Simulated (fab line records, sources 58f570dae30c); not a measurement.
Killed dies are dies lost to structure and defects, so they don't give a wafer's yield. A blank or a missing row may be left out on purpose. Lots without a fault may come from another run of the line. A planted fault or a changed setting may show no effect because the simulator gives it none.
One fault seen from 2 desks | flow berkeley_cmos170 | each desk has only its own numbers; what lay behind them comes last

THE TOOL OWNER'S DESK: rtp_anneal-02
The tool's own readings at UCB170_CONTACT_RTA_08 (time 10 s): means of the sampled wafers that have a number, for each lot that ran on this tool. A lot is out of limits, marked OUT, if its mean lies more than 4 standard deviations from the usual mean; the brackets give that distance.
Columns: A = lamp_power_pct at UCB170_CONTACT_RTA_08, usual 24.0 %; B = wafer_temp_C_max at UCB170_CONTACT_RTA_08, usual 904.4
lot  | first seen here | A    | B
L847 | day 8 17:19     | 23.5 | 906.4
L853 | day 10 07:20    | 23.5 | 905.7
L860 | day 10 23:20    | 23.5 | 906.8
L861 | day 11 13:16    | 23.5 | 905.5
This desk's finding: nothing out of limits on any of the 4 lots.

THE METROLOGY DESK
What the gauges read, lot by lot, whatever tool the lot ran on: means of the sampled wafers that have a number. A lot is out of limits, marked OUT, if its mean lies more than 4 standard deviations from the usual mean; the brackets give that distance. Of its 11 readings 7 are shown: those that lie furthest out on some lot.
Columns: A = SILICIDE_TI_THK at UCB170_SILICIDE_THK_MEAS_03, usual 29.8 nm; B = cd_nm at UCB170_CONTACT_CD_MEAS_15, usual 700.2 nm; C = cd_nm at UCB170_CONTACT_CD_MEAS_90, usual 700.4 nm; D = M1_AL_RS at UCB170_M1_RS_MEAS_01, usual 0.0482 ohm/sq; E = M1_AL_THK at UCB170_M1_THK_MEAS_02, usual 590 nm; F = cd_nm at UCB170_M1_CD_MEAS_09, usual 699.7 nm; G = M1_OVL at UCB170_M1_OVL_MEAS_10, usual -2 nm
lot  | first seen here | A    | B     | C     | D      | E   | F     | G
L847 | day 8 13:50     | 30.2 | 698.6 | 699.5 | 0.0484 | 590 | 698.4 | -1
L853 | day 10 02:49    | 29.9 | 697.7 | 697.4 | 0.0479 | 591 | 697.1 | 3
L860 | day 10 19:24    | 29.6 | 699.5 | 699.4 | 0.0482 | 593 | 699.7 | 1
L862 | day 11 08:28    | 29.6 | 702.8 | 703.6 | 0.0474 | 600 | 700.8 | 6
L861 | day 11 08:46    | 29.9 | 700.0 | 699.5 | 0.0494 | 575 | 699.4 | 5
L866 | day 11 19:58    | 29.2 | 698.5 | 698.4 | 0.0483 | 593 | 700.2 | -11
This desk's finding: nothing out of limits on any of the 6 lots.

PUT TOGETHER
The tool owner's desk saw nothing out of limits.
The metrology desk saw nothing out of limits.

WHAT THE SIMULATOR HAD PUT IN
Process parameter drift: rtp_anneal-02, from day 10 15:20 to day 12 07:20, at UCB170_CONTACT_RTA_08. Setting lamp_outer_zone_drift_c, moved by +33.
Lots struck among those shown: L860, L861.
